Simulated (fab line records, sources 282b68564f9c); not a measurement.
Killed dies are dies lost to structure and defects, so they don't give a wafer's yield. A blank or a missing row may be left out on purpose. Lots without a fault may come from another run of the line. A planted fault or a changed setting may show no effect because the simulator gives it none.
fab line records | flow rit_cmos
record lots=13 wafers=39 last_day=6
route steps=202 shown M1@190
lots that met no fault: from a run of the same line without faults
start_h: hours from the record's first day to the start of the lot's first wafer shown | wait_h: hours since the lot's step before | " the same as in the row above | L1.1+2: a row that stands for several wafers | - no value, or no start given | * or withheld: withheld | < > ~ a bound
route shown NAME@n: a module of which the file shows steps, and the number in the route of the first | usual: mean/standard deviation of fault-free wafers | same: alike in all rows | chamber/n: place in a boat | sites: the reading at each site | _std_site: their standard deviation | _edge_site: outer sites' mean less inner sites' | radius_mm: how far each site lies from the wafer's centre | mask NAME#n: copy n | behind: the tool/chamber that last shaped the wafer | hold: why the lot was held/for how many hours/how that ended | device: the transistor (n, p or np) that didn't switch | end of line: the same wafers' tests at the end of the route | a step without rows: its recipe alone | killed: dies lost to structure and defects at the first sort, not the wafer's yield | map: a wafer's dies, x killed, . not, _ none there
set.NAME: the setting as run; set.NAME@STEP: as run at that earlier step | model.NAME: the simulator's own value behind a step, which no gauge read
steps of the route over a sample of lots; a table a step, a row a wafer
## steps
# step RIT_M1_EXPOSE_06
# recipe mask_id=M12 na=0.6 source_shape=conventional sigma_outer=0.5 target_cd_nm=2600 dose_mj=250
# usual exposure_dose_mJ_cm2=249.94/0.23
# columns lot.wafer tool chamber start_h wait_h mask exposure_dose_mJ_cm2
L684.1 iline_stepper-01 0 55.95 0.2 M12#0 249.90
L684.4 " 0 " " M12#0 250.00
L684.6 " 0 " " M12#0 250.29
L685.1 iline_stepper-02 0 64.60 0.2 M12#0 249.65
L685.2 " 0 " " M12#0 250.20
L685.4 " 0 " " M12#0 249.74
L686.1 iline_stepper-01 0 69.11 0.2 M12#0 250.20
L686.2 " 0 " " M12#0 249.91
L686.5 " 0 " " M12#0 249.96
L687.2 iline_stepper-01 0 73.28 0.1 M12#0 249.69
L687.4 " 0 " " M12#0 249.77
L687.6 " 0 " " M12#0 249.66
L688.1 iline_stepper-01 0 77.84 0.1 M12#0 249.86
L688.2 " 0 " " M12#0 249.86
L688.6 " 0 " " M12#0 249.98
L689.1 iline_stepper-02 0 85.13 0.2 M12#0 249.74
L689.5 " 0 " " M12#0 249.95
L689.6 " 0 " " M12#0 250.08
L690.1 iline_stepper-02 0 85.55 0.1 M12#0 250.09
L690.3 " 0 " " M12#0 250.10
L690.6 " 0 " " M12#0 250.15
L691.2 iline_stepper-01 0 90.25 0.2 M12#0 250.06
L691.3 " 0 " " M12#0 249.77
L691.5 " 0 " " M12#0 249.85
L692.2 iline_stepper-01 0 99.40 0.1 M12#0 249.69
L692.4 " 0 " " M12#0 250.37
L692.6 " 0 " " M12#0 250.08
L693.1 iline_stepper-02 0 103.68 0.2 M12#0 249.94
L693.3 " 0 " " M12#0 250.28
L693.5 " 0 " " M12#0 249.76
L694.2 iline_stepper-01 0 107.52 0.2 M12#0 250.07
L694.3 " 0 " " M12#0 250.09
L694.4 " 0 " " M12#0 250.25
L695.1 iline_stepper-02 0 112.25 0.2 M12#0 250.00
L695.4 " 0 " " M12#0 250.46
L695.6 " 0 " " M12#0 249.98
L700.1 iline_stepper-01 0 136.01 0.1 M12#0 246.29
L700.2 " 0 " " M12#0 245.85
L700.5 " 0 " " M12#0 246.03
# step RIT_M1_CD_MEAS_09
# recipe target_cd_nm=2600
# usual cd_nm=2599.7/2.3
# columns lot.wafer tool chamber start_h wait_h cd_nm
L684.1 cd_sem-01 - 56.38 - 2595.3
L684.4 " - " " 2597.1
L684.6 " - " " 2594.0
L685.1 cd_sem-01 - 65.03 - 2601.6
L685.2 " - " " 2599.4
L685.4 " - " " 2600.3
L686.1 cd_sem-02 - 69.54 - 2602.3
L686.2 " - " " 2600.5
L686.5 " - " " 2600.0
L687.2 cd_sem-01 - 73.71 - 2599.2
L687.4 " - " " 2598.4
L687.6 " - " " 2598.0
L688.1 cd_sem-01 - 78.42 - 2600.4
L688.2 " - " " 2599.3
L688.6 " - " " 2601.0
L689.1 cd_sem-02 - 85.56 - 2598.5
L689.5 " - " " 2599.2
L689.6 " - " " 2601.2
L690.1 cd_sem-01 - 85.98 - 2601.9
L690.3 " - " " 2601.5
L690.6 " - " " 2602.1
L691.2 cd_sem-01 - 90.68 - 2602.1
L691.3 " - " " 2601.4
L691.5 " - " " 2602.8
L692.2 cd_sem-02 - 99.83 - 2602.9
L692.4 " - " " 2601.9
L692.6 " - " " 2601.3
L693.1 cd_sem-02 - 104.11 - 2600.6
L693.3 " - " " 2600.9
L693.5 " - " " 2598.4
L694.2 cd_sem-02 - 107.95 - 2598.8
L694.3 " - " " 2601.0
L694.4 " - " " 2598.0
L695.1 cd_sem-02 - 112.68 - 2597.7
L695.4 " - " " 2599.1
L695.6 " - " " 2598.1
L700.1 cd_sem-02 - 136.44 - 2596.6
L700.2 " - " " 2573.9
L700.5 " - " " 2562.7
# step RIT_M1_PROBE_99
# usual defect_limited_yield=97.4/1.1 killed_at_contacts=0.1/0.27 killed_at_front_end=6.7/2.9 killed_dies=6.7/2.9 killed_open=3.4/1.8 killed_short=3.3/2.2 sort_bin_3_pad_short=0.1/0.24 sort_bin_5_function=1.5/0.78 sort_bin_6_memory=0.9/0.63 sort_n_pass=257.3/2.9 sort_yield_pct=97.4/1.1
# same gross_dies=264 killed_at_M0_to_M3=0 killed_at_M4_up=0 killed_at_back_side=0 killed_at_other=0
# columns lot.wafer tool chamber start_h wait_h defect_limited_yield[%] killed_at_contacts killed_at_front_end killed_dies killed_open killed_short sort_bin_3_pad_short[%] sort_bin_5_function[%] sort_bin_6_memory[%] sort_n_pass sort_yield_pct[%]
L689.1 prober-01 - 88.22 0.1 96.2 0 10 10 4 6 0 1.5 2.3 254.0 96.2
L689.5 prober-01 - 88.42 0.2 97.3 1 6 7 6 1 0 1.5 1.1 257.0 97.3
L689.6 prober-01 - 88.47 0.2 99.2 0 2 2 2 0 0 0.4 0.4 262.0 99.2
L690.1 prober-02 - 89.72 0.1 96.2 0 10 10 4 6 0 1.5 2.3 254.0 96.2
L690.3 prober-02 - 89.82 0.2 96.2 0 10 10 3 7 0 2.3 1.5 254.0 96.2
L690.6 prober-02 - 89.97 0.2 95.5 0 12 12 7 5 0 3.0 1.5 252.0 95.5
L691.2 prober-01 - 105.51 0.1 97.7 0 6 6 3 3 0.4 1.9 0 258.0 97.7
L691.3 prober-01 - 105.56 0.2 97.0 0 8 8 5 3 0.8 1.5 0.8 256.0 97.0
L691.5 prober-01 - 105.66 0.2 98.1 0 5 5 3 2 0 1.5 0.4 259.0 98.1
L692.2 prober-02 - 105.51 0.1 97.0 0 8 8 2 6 0 2.3 0.8 256.0 97.0
L692.4 prober-02 - 105.61 0.2 96.6 0 9 9 3 6 0 1.1 2.3 255.0 96.6
L692.6 prober-02 - 105.71 0.2 96.6 1 8 9 6 3 0.4 1.5 1.5 255.0 96.6
L693.1 prober-02 - 106.96 0.1 97.3 0 7 7 3 4 0 0.8 1.9 257.0 97.3
L693.3 prober-02 - 107.06 0.2 98.5 0 4 4 4 0 0 0.8 0.8 260.0 98.5
L693.5 prober-02 - 107.16 0.2 97.7 0 6 6 3 3 0 1.5 0.8 258.0 97.7
L694.2 prober-01 - 110.64 0.1 96.2 0 10 10 4 6 0 1.9 1.9 254.0 96.2
L694.3 prober-01 - 110.69 0.2 98.1 0 5 5 4 1 0 0.8 1.1 259.0 98.1
L694.4 prober-01 - 110.74 0.2 97.3 0 7 7 2 5 0 1.1 1.5 257.0 97.3
# killed by level:class
L689.1 GATE:geometric_particle:short=5 GATE:geometric_particle:open=3 FOX1:geometric_particle:open=1 SILICIDE:geometric_particle:short=1
L689.5 GATE:geometric_particle:open=4 FOX2:geometric_particle:open=1 GATE:geometric_particle:short=1 CONTACT:geometric_particle:open=1
L689.6 FOX1:geometric_particle:open=1 REOX:geometric_particle:open=1
L690.1 GATE:geometric_particle:short=4 GATE:geometric_particle:open=2 SILICIDE:geometric_particle:short=2 FOX2:geometric_particle:open=1 REOX:geometric_particle:open=1
L690.3 GATE:geometric_particle:open=3 GATE:geometric_particle:short=2 REOX:geometric_particle:short=2 SILICIDE:geometric_particle:short=2 SPACER:geometric_particle:short=1
L690.6 GATE:geometric_particle:open=5 FOX2:geometric_particle:short=3 GATE:geometric_particle:short=2 FOX1:geometric_particle:open=1 REOX:geometric_particle:open=1
L691.2 GATE:geometric_particle:open=2 SPACER:geometric_particle:short=2 GATE:geometric_particle:short=1 SPACER:geometric_particle:open=1
L692.2 FOX1:geometric_particle:short=4 FOX1:geometric_particle:open=2 GATE:geometric_particle:short=2
L691.3 GATE:geometric_particle:open=3 GATE:geometric_particle:short=2 FOX2:geometric_particle:open=1 REOX:geometric_particle:short=1 SILICIDE:geometric_particle:open=1
L692.4 GATE:geometric_particle:open=3 GATE:geometric_particle:short=3 FOX1:geometric_particle:short=2 SILICIDE:geometric_particle:short=1
L691.5 FOX1:geometric_particle:open=1 GATE:geometric_particle:open=1 GATE:geometric_particle:short=1 REOX:geometric_particle:short=1 REOX:geometric_particle:open=1
L692.6 FOX1:geometric_particle:open=3 FOX1:geometric_particle:short=1 GATE:geometric_particle:open=1 GATE:geometric_particle:short=1 SPACER:geometric_particle:short=1 SPACER:geometric_particle:open=1 CONTACT:geometric_particle:open=1
L693.1 FOX1:geometric_particle:open=2 FOX1:geometric_particle:short=1 GATE:geometric_particle:short=1 REOX:geometric_particle:open=1 REOX:geometric_particle:short=1 SILICIDE:geometric_particle:short=1
L693.3 GATE:geometric_particle:open=2 FOX1:geometric_particle:open=1 REOX:geometric_particle:open=1
L693.5 SPACER:geometric_particle:short=2 GATE:geometric_particle:short=1 FOX1:geometric_particle:open=1 FOX2:geometric_particle:open=1 SPACER:geometric_particle:open=1
L694.2 GATE:geometric_particle:short=3 FOX1:geometric_particle:short=2 FOX2:geometric_particle:open=1 GATE:geometric_particle:open=1 REOX:geometric_particle:short=1 SPACER:geometric_particle:open=1 SILICIDE:geometric_particle:open=1
L694.3 GATE:geometric_particle:open=2 GATE:geometric_particle:short=1 SPACER:geometric_particle:open=1 SILICIDE:geometric_particle:open=1
L694.4 GATE:geometric_particle:short=2 REOX:geometric_particle:short=2 GATE:geometric_particle:open=1 REOX:geometric_particle:open=1 SILICIDE:geometric_particle:short=1
## key
first_sign step=RIT_M1_EXPOSE_06 reading=exposure_dose_mJ_cm2 direction=down sigmas=17 usual=249.94 struck=246.06
effect step=RIT_M1_CD_MEAS_09 reading=cd_nm direction=down sigmas=9.8 usual=2599.7 struck=2577.7 wafers_moved=2 through=control_loop
met_at RIT_M1_EXPOSE_06
struck_lots L700
loop_trim step=RIT_M1_EXPOSE_06 setting=dose lots=L700
onset_between 107.52 136.01
fault kind=process_parameter_drift tool=iline_stepper-01 chamber=- onset_h=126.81 steps=RIT_M1_EXPOSE_06 channel=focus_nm offset=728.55 spread_by_wafer=0.3 shape=step end_h=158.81
# loop_trim: a control loop set the setting to another value than it would have without faults
